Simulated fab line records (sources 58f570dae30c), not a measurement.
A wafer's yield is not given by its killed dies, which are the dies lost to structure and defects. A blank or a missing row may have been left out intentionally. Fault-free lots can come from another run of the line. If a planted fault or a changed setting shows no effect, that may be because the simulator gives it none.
Chamber matching	flow berkeley cmos170	4 sister chambers for UCB170_CONTACT_ETCH_17 on rie diel-01
The step etches BARC in N2/H2. 8 wafers are shown with their chamber, then 7 later ones without.

== EACH WAFER AND ITS CHAMBER ==
wafer	chamber	drypump motor current A (A)	throttle valve pct (%)
L858.3	0	6.1	13.50
L858.4	1	5.1	13.34
L857.1	0	6.1	13.48
L857.4	1	5.0	13.32
L859.5	3	4.9	13.41
L859.6	2	5.9	13.52
L865.1	2	5.9	13.53
L865.3	3	4.9	13.41

== WAFERS WITHOUT THEIR CHAMBER ==
wafer	drypump motor current A (A)	throttle valve pct (%)
L865.4	5.1	13.33
L863.1	4.9	13.40
L863.2	6.0	13.52
L863.6	6.0	13.51
L868.4	5.9	13.51
L868.5	6.1	13.42
L868.6	5.1	13.32

== EACH ONE'S CHAMBER ==
wafer	from the rows above	in truth
L865.4	1	1
L863.1	3	3
L863.2	can't be placed: 2 or 0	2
L863.6	can't be placed: 2 or 0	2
L868.4	2	2
L868.5	0	0
L868.6	1	1
Correctly placed: 5 of 7. Cannot be placed on the basis of these rows: 2; the candidates contain the true chamber in 2. Number placed wrongly: 0.
How it was worked out, from the rows above alone: a wafer's distance from a chamber is the root of the sum, over the readings, of the square of ((its reading less the chamber's mean) divided by the reading's scatter). The wafer belongs to the nearest chamber; if the next one is less than 2 further off, it can't be placed. The mean given for a chamber averages the wafers shown for that chamber. How the scatter is found: for the shown wafers, subtract from each reading the mean of its chamber, square and add these, divide the total by (wafers less chambers), then take the root.
